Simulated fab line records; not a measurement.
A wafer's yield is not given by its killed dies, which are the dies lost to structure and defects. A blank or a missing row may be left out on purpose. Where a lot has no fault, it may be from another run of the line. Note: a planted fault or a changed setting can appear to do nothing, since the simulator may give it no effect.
Struck lot and sound lot, side by side -- flow berkeleyCmos170 -- 19 steps out of a route of 331
Sound: the wafers L909.3, L909.5, L909.6. The struck wafers were L926.1, L926.5, L926.6. At the end, the cause is stated.
Per side, at each step with rows, come the tool, then ch with its chambers, and then its first start. Under that, the readings that differ: sound wafers -- struck wafers -- difference of the means -- sigmas: that difference in standard deviations of wafers without a fault.
alike: same words and numbers on both sides, and readings whose means sit less than 2 such deviations apart. not compared: any withheld reading, any reading some wafer has no value for, any bound like >300 that may hide the same value, and any number with overlapping values for which the record gives no deviation.
A row with sigmas, a row that says differs or no value, or rows on one side alone: a step with any of these is where the two part. Numbers that have no deviation but don't overlap get no sigmas and don't part them. A reading missing from all wafers of one side parts the sides only when that side holds two or more wafers.

UCB170_M2_STRIP_19: strips in O2.
  sound on plasmaAsher-04 ch 0,1, day 7 11:58; struck on plasmaAsher-04 ch 0,1, day 11 10:07
  alike: drypumpMotorCurrentA, oesProductAu
  not compared: rfHoursCounterH
UCB170_M2_CD_MEAS_90: target cd 700 nm.
  struck on cdSem-01, day 11 10:13; sound on cdSem-01, day 7 12:18
  alike: cdNm
UCB170_V2_CVD_00: deposits SiO2 from TEOS/O2, target thk 2000 nm, time 250 s.
  sound on pecvd-04 ch 0,1,2, day 7 12:23; struck on pecvd-01 ch 1,2, day 11 10:20
  alike: heaterPowerW, pressureMtorr
UCB170_V2_THK_MEAS_01:
  struck on filmMetro-03, day 11 10:29; sound on filmMetro-04, day 7 12:34
  alike: V2_TEOS_THK
UCB170_V2_CMP_02: polishes SiO2.
  sound on cmp-01 ch 0,2,3, day 7 12:42; struck on cmp-01 ch 0,1,3, day 11 10:39
  alike: motorCurrentA
UCB170_V2_BOW_MEAS_03:
  struck on filmMetro-02, day 11 10:51; sound on filmMetro-02, day 7 12:56
  alike: V2_BOW
UCB170_V2_THK_MEAS_04:
  struck on filmMetro-02, day 11 10:58; sound on filmMetro-02, day 7 13:02
  alike: V2_POLISHED_THK
then, 5 steps without rows for these wafers: UCB170_V2_CLEAN_05 (cleans in DIW); UCB170_V2_HMDS_06 (prime time 60 s); UCB170_V2_COAT_07 (resist thk 908.9 nm); UCB170_V2_SOFTBAKE_08 (time 60 s); UCB170_V2_EXPOSE_09 (exposes mask VIA2, target cd 700 nm).
UCB170_V2_PEB_10:
  sound on lithoTrack-03 ch 0, day 7 15:20; struck on lithoTrack-04 ch 0, day 11 12:43
  alike: chillPlateTempC, heaterPowerTotalW, resistLineTempC
then, 1 step without rows for these wafers: UCB170_V2_DEVELOP_11 (develop time 45 s).
UCB170_V2_CD_MEAS_12: target cd 700 nm.
  struck on cdSem-02, day 11 12:59; sound on cdSem-01, day 7 15:37
reading,sound,struck,difference,sigmas
cdNm (nm),699.4 699.9 699.8,706.2 708.2 706.6,+7.3,+5
UCB170_V2_OVL_MEAS_13:
  struck on overlay-01, day 11 13:06; sound on overlay-01, day 7 15:42
  alike: V2_OVL
UCB170_V2_ETCH_14: etches SiO2 in CHF3/CF4/Ar, stops on Al, target depth 1250 nm, time 291 s.
  sound on rieDiel-01 ch 0,3, day 7 15:43; struck on rieDiel-04 ch 0,3, day 11 13:08
reading,sound,struck,difference,sigmas
model.V2.cdNm (nm),699.2 702 699.5,706.6 707.4 706.9,+6.7,
  alike: drypumpMotorCurrentA, mfcArSccm, oesProductAu, throttleValvePct
  not compared: rfHoursCounterH
UCB170_V2_STRIP_15: strips in O2.
  sound on plasmaAsher-04 ch 0,1, day 7 15:56; struck on plasmaAsher-04 ch 0,1, day 11 13:25
  alike: drypumpMotorCurrentA, oesProductAu, stripTimeToEndpointS
  not compared: rfHoursCounterH
UCB170_M3_PROBE_99:
  rows exist in the record for the sound wafers here (prober-02, day 7 19:43), none for the struck ones

WHERE THEY PART
Earliest at UCB170_V2_CD_MEAS_12; latest, in this record, at UCB170_M3_PROBE_99.

WHY: whatever the simulator had introduced
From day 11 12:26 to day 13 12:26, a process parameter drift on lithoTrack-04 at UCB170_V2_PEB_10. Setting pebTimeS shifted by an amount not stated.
